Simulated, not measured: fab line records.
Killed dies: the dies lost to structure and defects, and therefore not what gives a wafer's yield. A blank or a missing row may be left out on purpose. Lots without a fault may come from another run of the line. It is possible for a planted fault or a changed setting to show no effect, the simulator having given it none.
A struck lot beside a sound one :: flow rit-cmos :: 17 steps out of a route of 202
Sound: these wafers, L673.3, L673.4, L673.5. Struck: wafers L678.2, L678.5, L678.6. The cause is named last.
At each step with rows: each side's tool, then ch and its chambers, then its first start. Under that, the readings that differ: sound wafers :: struck wafers :: difference of the means :: sigmas: that difference in standard deviations of wafers without a fault.
alike: readings with means less than 2 such deviations apart, plus words and numbers identical on both sides. not compared: withheld readings, readings lacking a value on some wafer, bounds such as >300 that could conceal the same value, and numbers that have no deviation in the record and whose values overlap.
Wherever a step has rows on one side only, a row that says differs or no value, or a row with sigmas, the two part there. Numbers that don't overlap but have no deviation are shown without sigmas and don't part them. A reading that every wafer of one side lacks parts them only if that side has two wafers or more.

first, 1 step without rows for these wafers: RIT_PSD_IMPLANT_08.
RIT_PSD_STRIP_09: strips in O2, time 180 s.
  sound on plasma-asher-02 ch 0,1, day 5 16:50; struck on plasma-asher-02 ch 0,1, day 6 17:17
  alike: drypump-motor-current-A, o2-flow-sccm
  not compared: rf-hours-counter-h
RIT_PSD_TW_MEAS_10:
  sound on film-metro-01, day 5 16:59; struck on film-metro-01, day 6 17:28
  alike: PSD_TW
then, 3 steps without rows for these wafers: RIT_SDANNEAL_CLEAN_00 (cleans in SC1, time 600 s); RIT_SDANNEAL_CLEAN_01 (cleans in dHF, time 30 s); RIT_SDANNEAL_CLEAN_02 (cleans in SC2, time 600 s).
RIT_SDANNEAL_RTA_03: time 5 s.
  sound on rtp-anneal-02 ch 0, day 5 17:35; struck on rtp-anneal-01 ch 0, day 6 17:56
  alike: ramp-up-c-per-s, wafer_temp_C_max
RIT_SDANNEAL_RS_MEAS_04: uses a four-point probe to measure.
  sound on film-metro-04, day 5 17:40; struck on film-metro-02, day 6 18:00
  alike: PSD_RS
RIT_SDANNEAL_RS_MEAS_05: uses a four-point probe to measure.
  sound on film-metro-04, day 5 17:47; struck on film-metro-02, day 6 18:07
  alike: NSD_RS
RIT_SDANNEAL_RS_MEAS_06: uses a four-point probe to measure.
  sound on film-metro-04, day 5 17:54; struck on film-metro-02, day 6 18:14
  alike: PLDD_RS
RIT_SDANNEAL_RS_MEAS_07: uses a four-point probe to measure.
  sound on film-metro-04, day 5 18:01; struck on film-metro-02, day 6 18:22
reading: NLDD_RS (ohm/sq)
sound: 151.6 152.0 151.3
struck: 150.2 150.6 150.5
difference: -1.2
sigmas: -2
then, 1 step without rows for these wafers: RIT_SILICIDE_WET_ETCH_00 (etches SiO2 in BOE, target depth 14 nm, time 15 s).
RIT_SILICIDE_SPUTTER_01: material Ti, target thk 30 nm, time 240 s.
  sound on pvd-sputter-04, day 5 18:07; struck on pvd-sputter-04, day 6 18:29
  alike: cathode-dc-power-W, throttle-valve-pct
RIT_SILICIDE_RS_MEAS_02: uses a four-point probe to measure.
  sound on film-metro-01, day 5 18:18; struck on film-metro-02, day 6 18:39
reading: SILICIDE_TI_RS (ohm/sq)
sound: 47.2 49.0 47.5
struck: 57.8 58.4 57.2
difference: +9.9
sigmas: +12
RIT_SILICIDE_THK_MEAS_03: measures by xrf.
  sound on film-metro-01, day 5 18:24; struck on film-metro-02, day 6 18:46
reading: SILICIDE_TI_THK (nm)
sound: 30.7 29.9 30.6
struck: 26.6 26.3 26.8
difference: -3.8
sigmas: -9
RIT_SILICIDE_RTA_04: time 10 s, ramp up 5 s, ramp down 5 s.
  sound on rtp-anneal-01 ch 0, day 5 18:28; struck on rtp-anneal-02 ch 0, day 6 18:49
  alike: wafer_temp_C_max
RIT_M1_PROBE_99:
  sound on prober-02, day 6 01:35; struck on prober-01, day 7 02:01
reading: model.etest.pmos_0p15.r-on-ohm-um
sound: 2649 2627 2712
struck: 2831 2763 2804
difference: +137
sigmas: 

reading: model.etest.pmos-turned.r-on-ohm-um
sound: 3256 3259 3326
struck: 3515 3404 3476
difference: +185
sigmas: 

reading: model.etest.nmos_0p15.r-on-ohm-um
sound: 1076 1068 1089
struck: 1117 1111 1119
difference: +38
sigmas: 

reading: model.etest.nmos_0p15.drive-ua-um
sound: 496 499.6 478.4
struck: 450.3 467.5 457.1
difference: -33.0
sigmas: 

reading: model.etest.pmos_0p15.drive-ua-um
sound: 270.2 271.8 260.2
struck: 244.8 253.8 248.6
difference: -18.3
sigmas: 

reading: model.etest.nmos-turned.drive-ua-um
sound: 350 355.1 347.3
struck: 321.9 328.5 326.1
difference: -25.3
sigmas: 
  alike: killed-at-contacts, killed-at-front-end, killed-dies, killed-open, killed-short
  not compared: model.etest.npoly-line.line-ohm-um, model.etest.ppoly-line.line-ohm-um

== WHERE THEY PART ==
Earliest at RIT_SDANNEAL_RS_MEAS_07; latest, in this record, at RIT_SILICIDE_THK_MEAS_03. Later steps at which nothing parts them and some readings are alike: RIT_SILICIDE_RTA_04, RIT_M1_PROBE_99.

WHY: what the simulator had put in
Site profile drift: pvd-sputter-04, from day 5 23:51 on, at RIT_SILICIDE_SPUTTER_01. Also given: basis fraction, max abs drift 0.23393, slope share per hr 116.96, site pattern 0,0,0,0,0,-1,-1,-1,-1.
